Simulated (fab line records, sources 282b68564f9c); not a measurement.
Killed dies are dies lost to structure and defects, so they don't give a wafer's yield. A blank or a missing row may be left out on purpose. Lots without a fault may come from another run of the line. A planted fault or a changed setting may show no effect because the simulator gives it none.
fab line records | flow rit_cmos
record lots=14 wafers=42 last_day=7
route steps=202 shown ACTIVE@14 NSD@139 M1@201
lots that met no fault: from a run of the same line without faults
start_h: hours from the record's first day to the start of the lot's first wafer shown | wait_h: hours since the lot's step before | " the same as in the row above | L1.1+2: a row that stands for several wafers | - no value, or no start given | * or withheld: withheld | < > ~ a bound
route shown NAME@n: a module of which the file shows steps, and the number in the route of the first | usual: mean/standard deviation of fault-free wafers | same: alike in all rows | chamber/n: place in a boat | sites: the reading at each site | _std_site: their standard deviation | _edge_site: outer sites' mean less inner sites' | radius_mm: how far each site lies from the wafer's centre | mask NAME#n: copy n | behind: the tool/chamber that last shaped the wafer | hold: why the lot was held/for how many hours/how that ended | device: the transistor (n, p or np) that didn't switch | end of line: the same wafers' tests at the end of the route | a step without rows: its recipe alone | killed: dies lost to structure and defects at the first sort, not the wafer's yield | map: a wafer's dies, x killed, . not, _ none there
set.NAME: the setting as run; set.NAME@STEP: as run at that earlier step | model.NAME: the simulator's own value behind a step, which no gauge read
steps of the route over a sample of lots; a table a step, a row a wafer
services: from which hour (start_h, from the record's first day; less than 0 if before it) a tool's chamber was out of use, for how many hours, and why
## steps
# step RIT_ACTIVE_ETCH_13
# recipe stop_on=SiO2 chemistry=SF6 target=Si3N4 time_s=210 over_etch_frac=0.4 SF6_flow_sccm=200 pressure_mtorr=260 rf_w=125 target_depth_a=2100
# usual drypump_motor_current_A=5.7/0.38 oes_product_au=0.823/0.012 throttle_valve_pct=7.49/0.12
# same time_s=210
# columns lot.wafer tool chamber start_h wait_h drypump_motor_current_A oes_product_au rf_hours_counter_h throttle_valve_pct
L271.1 rie_diel-01 2 29.83 0.1 5.4 0.818 8 7.56
L271.3 " 0 " " 4.9 0.818 152 7.50
L271.6 " 1 " " 5.6 0.817 - 7.66
L272.1 rie_diel-02 1 34.83 0.1 6.3 0.851 160 7.50
L272.5 " 3 " " 6.2 0.810 - 7.52
L272.6 " 2 " " 5.4 0.827 - 7.39
L273.1 rie_diel-04 0 39.71 0.1 5.8 0.816 149 7.28
L273.3 " 2 " " 5.4 0.822 43 7.35
L273.5 " 0 " " 5.8 0.825 - 7.29
L275.3 rie_diel-02 1 49.86 0.1 6.3 0.851 160 7.49
L275.5 " 1 " " 6.3 0.845 - 7.50
L275.6 " 0 " " 6.0 0.836 - 7.70
L276.1 rie_diel-02 3 54.85 0.1 6.2 0.807 4 7.52
L276.2 " 1 " " 6.3 0.847 160 7.50
L276.6 " 0 " " 6.0 0.835 - 7.68
L277.1 rie_diel-02 3 61.83 0.1 6.2 0.819 4 7.54
L277.4 " 1 " " 6.2 0.849 160 7.50
L277.5 " 1 " " 6.2 0.848 - 7.48
L278.1 rie_diel-04 2 64.84 0.1 5.4 0.830 43 7.33
L278.4 " 1 " " 6.0 0.800 4 7.37
L278.6 " 1 " " 6.0 0.797 - 7.38
L282.1 rie_diel-02 3 84.96 0.1 6.2 0.816 4 7.52
L282.3 " 0 " " 6.0 0.817 156 7.69
L282.5 " 1 " " 6.3 0.845 - 7.51
L283.1 rie_diel-01 3 90.07 0.1 5.5 0.842 2 7.50
L283.5 " 3 " " 5.5 0.830 - 7.51
L283.6 " 0 " " 4.9 0.823 - 7.51
L284.3 rie_diel-02 2 94.71 0.1 5.4 0.816 125 7.39
L284.4 " 3 " " 6.2 0.813 - 7.52
L284.5 " 2 " " 5.4 0.816 - 7.39
L285.3 rie_diel-01 0 100.56 0.1 4.9 0.826 153 7.49
L285.5 " 3 " " 5.5 0.837 - 7.53
L285.6 " 2 " " 5.4 0.814 - 7.57
L287.3 rie_diel-01 1 111.66 0.1 5.6 0.813 104 7.65
L287.4 " 2 " " 5.5 0.815 9 7.56
L287.5 " 0 " " 4.9 0.825 - 7.49
L288.1 rie_diel-04 2 114.75 0.1 5.4 0.825 44 7.34
L288.2 " 0 " " 5.8 0.817 150 7.29
L288.5 " 3 " " 5.3 0.833 - 7.60
L289.1 rie_diel-04 1 119.91 0.1 6.0 0.803 5 7.38
L289.4 " 2 " " 5.4 0.822 44 7.31
L289.6 " 0 " " 5.8 0.821 - 7.29
# step RIT_ACTIVE_CD_MEAS_90
# recipe target_cd_nm=1400
# usual cd_nm=1400.7/2
# columns lot.wafer tool chamber start_h wait_h cd_nm
L271.1 cd_sem-02 - 30.14 0.1 1395.7
L271.3 " - " " 1395.8
L271.6 " - " " 1397.9
L272.1 cd_sem-02 - 35.14 0.1 1405.9
L272.5 " - " " 1404.1
L272.6 " - " " 1402.1
L273.1 cd_sem-02 - 40.02 0.1 1398.8
L273.3 " - " " 1398.0
L273.5 " - " " 1396.5
L275.3 cd_sem-01 - 50.20 0.1 1401.6
L275.5 " - " " 1402.1
L275.6 " - " " 1398.8
L276.1 cd_sem-01 - 55.16 0.1 1398.0
L276.2 " - " " 1398.6
L276.6 " - " " 1399.6
L277.1 cd_sem-02 - 62.14 0.1 1400.6
L277.4 " - " " 1400.4
L277.5 " - " " 1400.8
L278.1 cd_sem-02 - 65.15 0.1 1400.9
L278.4 " - " " 1401.6
L278.6 " - " " 1401.1
L282.1 cd_sem-01 - 85.27 0.1 1400.9
L282.3 " - " " 1396.9
L282.5 " - " " 1400.2
L283.1 cd_sem-01 - 90.46 0.2 1398.0
L283.5 " - " " 1398.3
L283.6 " - " " 1400.2
L284.3 cd_sem-01 - 95.06 0.1 1398.9
L284.4 " - " " 1398.0
L284.5 " - " " 1399.5
L285.3 cd_sem-01 - 100.91 0.1 1401.1
L285.5 " - " " 1402.3
L285.6 " - " " 1403.3
L287.3 cd_sem-01 - 112.01 0.1 1400.5
L287.4 " - " " 1402.1
L287.5 " - " " 1400.3
L288.1 cd_sem-01 - 115.16 0.2 1401.5
L288.2 " - " " 1401.2
L288.5 " - " " 1399.8
L289.1 cd_sem-01 - 120.21 0.1 1399.8
L289.4 " - " " 1399.5
L289.6 " - " " 1399.8
# step RIT_NSD_IMPLANT_08
# recipe species=P energy_kev=25 dose_cm2=9.768e+14 tilt_deg=7
# usual beam_energy_keV=25.001/0.0077 beam_on_s=10.00/0.2
# columns lot.wafer tool chamber start_h wait_h beam_energy_keV beam_on_s
L271.1 implanter-02 0 63.55 0.1 24.995 9.90
L271.3 " 0 " " 24.988 10.19
L271.6 " 0 " " 24.992 10.23
L272.1 implanter-04 0 71.54 0.1 24.990 10.28
L272.5 " 0 " " 25.005 10.04
L272.6 " 0 " " 25.013 10.04
L273.1 implanter-04 0 78.64 0.1 24.992 9.92
L273.3 " 0 " " 24.986 10.27
L273.5 " 0 " " 24.995 9.63
L275.3 implanter-02 0 86.83 0.1 25.011 10.00
L275.5 " 0 " " 25.008 9.81
L275.6 " 0 " " 25.005 9.89
L276.1 implanter-04 0 97.92 0.1 25.015 10.41
L276.2 " 0 " " 25.015 9.90
L276.6 " 0 " " 25.005 9.74
L277.1 implanter-04 - 100.77 0.1 - -
L277.4 " - " " - -
L277.5 " - " " - -
L278.1 implanter-02 - 103.50 0.1 - -
L278.4 " - " " - -
L278.6 " - " " - -
L282.1 implanter-03 0 119.99 0.1 24.991 10.21
L282.3 " 0 " " 24.990 9.81
L282.5 " 0 " " 24.996 10.26
L283.1 implanter-02 0 123.13 0.1 24.991 10.00
L283.5 " 0 " " 24.994 9.94
L283.6 " 0 " " 24.984 10.16
L284.3 implanter-03 0 126.48 0.1 25.001 9.91
L284.4 " 0 " " 24.994 9.70
L284.5 " 0 " " 25.002 10.12
L285.3 implanter-02 0 134.22 0.1 25.013 9.63
L285.5 " 0 " " 25.011 10.16
L285.6 " 0 " " 25.006 9.69
L287.3 implanter-03 0 144.11 0.1 24.998 10.21
L287.4 " 0 " " 25.008 9.87
L287.5 " 0 " " 25.007 9.42
L288.1 implanter-02 0 146.89 0.1 25.024 9.85
L288.2 " 0 " " 25.013 10.07
L288.5 " 0 " " 25.007 9.93
L289.1 implanter-02 0 153.33 0.1 25.001 10.12
L289.4 " 0 " " 24.999 9.72
L289.6 " 0 " " 24.996 10.17
# step RIT_NSD_TW_MEAS_10
# usual NSD_TW=3134/39
# columns lot.wafer tool chamber start_h wait_h NSD_TW
L271.1 film_metro-03 - 63.87 0.1 3187
L271.3 " - " " 3179
L271.6 " - " " 3183
L272.1 film_metro-03 - 71.87 0.1 3198
L272.5 " - " " 3185
L272.6 " - " " 3166
L273.1 film_metro-03 - 78.97 0.1 3176
L273.3 " - " " 3169
L273.5 " - " " 3186
L275.3 film_metro-01 - 87.13 0.1 3069
L275.5 " - " " 3076
L275.6 " - " " 3067
L276.1 film_metro-02 - 98.25 0.1 3096
L276.2 " - " " 3096
L276.6 " - " " 3087
L277.1 film_metro-03 - 101.09 0.1 31
L277.4 " - " " 31
L277.5 " - " " 31
L278.1 film_metro-01 - 103.83 0.1 30
L278.4 " - " " 30
L278.6 " - " " 30
L282.1 film_metro-03 - 120.31 0.1 3167
L282.3 " - " " 3182
L282.5 " - " " 3174
L283.1 film_metro-02 - 123.46 0.1 3102
L283.5 " - " " 3104
L283.6 " - " " 3132
L284.3 film_metro-02 - 126.78 0.1 3095
L284.4 " - " " 3097
L284.5 " - " " 3109
L285.3 film_metro-03 - 134.51 0.1 3183
L285.5 " - " " 3157
L285.6 " - " " 3172
L287.3 film_metro-01 - 144.41 0.1 3102
L287.4 " - " " 3098
L287.5 " - " " 3093
L288.1 film_metro-02 - 147.21 0.1 3096
L288.2 " - " " 3101
L288.5 " - " " 3109
L289.1 film_metro-03 - 153.65 0.1 3164
L289.4 " - " " 3161
L289.6 " - " " 3156
# step RIT_SDANNEAL_RS_MEAS_05
# recipe thk_meas_gauge=four-point-probe
# usual NSD_RS=86.0/0.32
# columns lot.wafer tool chamber start_h wait_h NSD_RS[ohm/sq]
L271.1 film_metro-01 - 66.20 0.1 85.9
L271.3 " - " " 86.1
L271.6 " - " " 86.0
L272.1 film_metro-02 - 74.22 0.1 86.1
L272.5 " - " " 86.3
L272.6 " - " " 85.9
L273.1 film_metro-01 - 81.07 0.1 86.9
L273.3 " - " " 86.3
L273.5 " - " " 86.4
L275.3 film_metro-02 - 89.36 0.1 85.9
L275.5 " - " " 86.2
L275.6 " - " " 86.1
L276.1 film_metro-02 - 100.29 0.1 86.1
L276.2 " - " " 85.9
L276.6 " - " " 86.3
L277.1 film_metro-01 - 103.15 0.1 132.9
L277.4 " - " " 133.0
L277.5 " - " " 132.9
L278.1 film_metro-01 - 105.96 0.1 133.1
L278.4 " - " " 133.0
L278.6 " - " " 132.9
L282.1 film_metro-02 - 122.34 0.1 86.0
L282.3 " - " " 85.9
L282.5 " - " " 85.9
L283.1 film_metro-01 - 125.48 0.1 85.8
L283.5 " - " " 85.9
L283.6 " - " " 85.9
L284.3 film_metro-01 - 128.99 0.1 86.3
L284.4 " - " " 86.3
L284.5 " - " " 85.9
L285.3 film_metro-03 - 136.62 0.1 85.1
L285.5 " - " " 85.5
L285.6 " - " " 85.6
L287.3 film_metro-01 - 146.75 0.1 85.9
L287.4 " - " " 85.9
L287.5 " - " " 86.4
L288.1 film_metro-02 - 149.38 0.1 86.2
L288.2 " - " " 86.1
L288.5 " - " " 86.2
L289.1 film_metro-01 - 155.80 0.1 85.6
L289.4 " - " " 85.6
L289.6 " - " " 85.8
# step RIT_M1_BOW_MEAS_16
# recipe mode=bow
# usual M1_BOW=17/6
# columns lot.wafer tool chamber start_h wait_h M1_BOW[um]
L271.1 film_metro-01 - 73.48 0.0 19
L271.3 " - " " 7
L271.6 " - " " 25
L272.1 film_metro-02 - 81.33 0.0 23
L272.5 " - " " 31
L272.6 " - " " 22
L273.1 film_metro-02 - 88.60 0.0 12
L273.3 " - " " 19
L273.5 " - " " 7
L275.3 film_metro-03 - 97.10 0.0 24
L275.5 " - " " 9
L275.6 " - " " 20
L276.1 film_metro-03 - 107.80 0.0 14
L276.2 " - " " 10
L276.6 " - " " 27
L282.1 film_metro-03 - 129.83 0.0 17
L282.3 " - " " 20
L282.5 " - " " 18
L283.1 film_metro-02 - 132.82 0.0 26
L283.5 " - " " 19
L283.6 " - " " 21
L284.3 film_metro-01 - 135.98 0.0 11
L284.4 " - " " 10
L284.5 " - " " 14
L285.3 film_metro-02 - 144.88 0.0 14
L285.5 " - " " 15
L285.6 " - " " 20
L287.3 film_metro-01 - 154.69 0.0 15
L287.4 " - " " 9
L287.5 " - " " 9
L288.1 film_metro-03 - 156.45 0.0 19
L288.2 " - " " 26
L288.5 " - " " 15
L289.1 film_metro-03 - 163.94 0.0 24
L289.4 " - " " 25
L289.6 " - " " 19
## services
# columns tool chamber start_h hours kind
rie_diel-01 2 17.27 8.8 repair
implanter-03 - 30.89 3.5 repair
rie_diel-04 3 36.94 7.7 repair
implanter-03 - 38.84 0.5 repair
rie_diel-02 2 70.58 8.1 repair
rie_diel-04 0 80.98 5.6 repair
rie_diel-04 3 87.23 8.6 repair
rie_diel-02 1 90.79 - clean
rie_diel-02 1 90.79 15.4 scheduled_down
rie_diel-02 1 90.79 15.4 vent_cycle
rie_diel-04 - 97.12 0.2 repair
implanter-04 - 98.97 1.2 repair
rie_diel-01 1 105.21 3.9 repair
rie_diel-02 0 108.87 - clean
rie_diel-02 0 108.87 29.4 scheduled_down
rie_diel-02 0 108.87 29.4 vent_cycle
rie_diel-02 1 123.64 10.8 repair
rie_diel-01 0 131.11 - clean
rie_diel-01 0 131.11 18.1 scheduled_down
rie_diel-01 0 131.11 18.1 vent_cycle
rie_diel-04 2 131.38 8.2 repair
rie_diel-01 - 148.14 1.6 repair
## key
first_sign step=RIT_NSD_IMPLANT_08 reading=tool_record direction=missing
effect step=RIT_NSD_TW_MEAS_10 reading=NSD_TW direction=down sigmas=80 usual=3134 struck=30
effect step=RIT_SDANNEAL_RS_MEAS_05 reading=NSD_RS direction=up sigmas=99+ usual=86.0 struck=133.0
met_at RIT_NSD_IMPLANT_08
struck_lots L277,L278
later_rows_left_out L277.1,L277.4,L277.5,L278.1,L278.4,L278.6
sort_left_out L277.1,L277.4,L277.5,L278.1,L278.4,L278.6
tester_left_out L277,L278
not_acting_at RIT_ACTIVE_ETCH_13,RIT_ACTIVE_CD_MEAS_90,RIT_M1_BOW_MEAS_16
onset_between 97.92 100.77
fault kind=skipped_step_whole tool=implanter-02,implanter-04 chamber=- onset_h=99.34 steps=RIT_NSD_IMPLANT_08 scope=struck_lots_only
# tester_left_out: of these lots the tester's yield and bins aren't shown, on N5 and GAA mostly nor the transistor test; their killed dies are dies lost to structure and defects alone, not to doping, threshold or leakage, so they don't give the yield
# sort_left_out: the simulated sort isn't trusted on such a fault, so these wafers' sort isn't shown, and their yield isn't known
# later_rows_left_out: the simulator's readings of these wafers behind a module that went badly wrong aren't trusted and aren't shown, but for the sort
